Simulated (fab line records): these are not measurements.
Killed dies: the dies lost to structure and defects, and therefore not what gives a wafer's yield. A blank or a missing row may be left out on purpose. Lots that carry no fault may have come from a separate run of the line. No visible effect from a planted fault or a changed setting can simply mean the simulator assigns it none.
2 desks, one fault ; flow rit-cmos ; each desk holds nothing but its own numbers, with what lay behind them at the end

DESK OF THE TOOL OWNER: furnace-03
The tool's own readings at RIT_FOX2_OXIDATION_00 (target thk 350.7 nm, ox time 1130 s): means of the sampled wafers that have a number, for each lot that ran on this tool. The brackets show how far a lot's mean lies from the usual mean; more than 4 standard deviations puts the lot out of limits, marked OUT.
Columns: A = spike-tc-centre-C at RIT_FOX2_OXIDATION_00, usual 1102.8 C; B = spike-tc-load-C at RIT_FOX2_OXIDATION_00, usual 1128 C; C = spike-tc-source-C at RIT_FOX2_OXIDATION_00, usual 1123.8 C; D = tube-center-temp-C at RIT_FOX2_OXIDATION_00, usual 1100 C; E = tube_center_temp_C_max at RIT_FOX2_OXIDATION_00, usual 1102.8; F = zone-power-source-pct at RIT_FOX2_OXIDATION_00, usual 44.6 %
lot;first seen here;A;B;C;D;E;F
L535;day 1 17:23;1103.7;1125;1126.8;1100;1102.6;42.4
L536;day 1 22:11;1102.9;1126;1125.5;1100;1103.4;42.7
L543;day 3 10:44;1137.3 (+29) OUT;1159 (+10) OUT;1160.4 (+12) OUT;1133 (+99 or more) OUT;1136.2 (+73) OUT;45.4
L547;day 4 05:10;1137.8 (+29) OUT;1159 (+10) OUT;1160.6 (+12) OUT;1134 (+99 or more) OUT;1136.4 (+73) OUT;45.5
This desk's verdict: out of limits on L543, L547, starting with L543 at day 3 10:44 (spike-tc-centre-C at RIT_FOX2_OXIDATION_00). L535, L536 stayed within limits.

THE METROLOGY DESK
What the gauges read for every lot (on any tool): the sampled wafers with a number, averaged. The brackets show how far a lot's mean lies from the usual mean; more than 4 standard deviations puts the lot out of limits, marked OUT.
Columns: A = FOX2_OXIDE_THK at RIT_FOX2_THK_MEAS_01, usual 351 nm; B = FIELD_OXIDE_LEFT_1_THK at RIT_FOX2_THK_MEAS_90, usual 324 nm; C = PRETRO_OVL at RIT_PRETRO_OVL_MEAS_06, usual 0.0 nm; D = FIELD_OXIDE_LEFT_2_THK at RIT_FOX2_THK_MEAS_91, usual 256 nm
lot;first seen here;A;B;C;D
L535;day 1 18:43;326;298;-1.5;230
L536;day 1 23:29;349;321;-2.4;254
L537;day 2 04:39;351;324;0.9;256
L538;day 2 10:04;359;331;-0.7;263
L543;day 3 12:05;414 (+8.0) OUT;387 (+7.9) OUT;1.5;319 (+8.0) OUT
L544;day 3 15:31;357;329;2.1;262
L546;day 4 02:53;349;322;1.2;254
L547;day 4 06:29;398 (+6.0) OUT;371 (+5.9) OUT;-1.0;304 (+6.1) OUT
L549;day 4 16:28;347;319;-0.9;251
L550;day 4 23:34;349;322;2.6;255
L553;day 5 12:22;358;331;0.5;263
L554;day 5 17:43;349;321;0.0;254
L555;day 5 23:22;346;320;-2.1;252
L556;day 6 04:13;356;328;2.0;260
This desk finds L543, L547 out of limits, with the earliest case on L543 at day 3 12:05 (FOX2_OXIDE_THK at RIT_FOX2_THK_MEAS_01). L535, L536, L537, L538, L544, L546, L549, L550, L553, L554, L555, L556 stayed within limits.

PUT TOGETHER
At day 3 10:44, on L543, L547, the tool owner's desk was in a position to raise an alarm.
At day 3 12:05 the metrology desk could have sounded an alarm, on L543, L547.
RIT_FOX2_OXIDATION_00 was run on furnace-03 by each of the lots named.

WHAT HAD BEEN PUT IN BY THE SIMULATOR
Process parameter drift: furnace-03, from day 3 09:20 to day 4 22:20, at RIT_FOX2_OXIDATION_00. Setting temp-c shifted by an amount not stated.
Shown lots that were struck: L543, L547.
Fault start to first reading out of limits, in hours, per desk: tool owner, 1; metrology, 3.
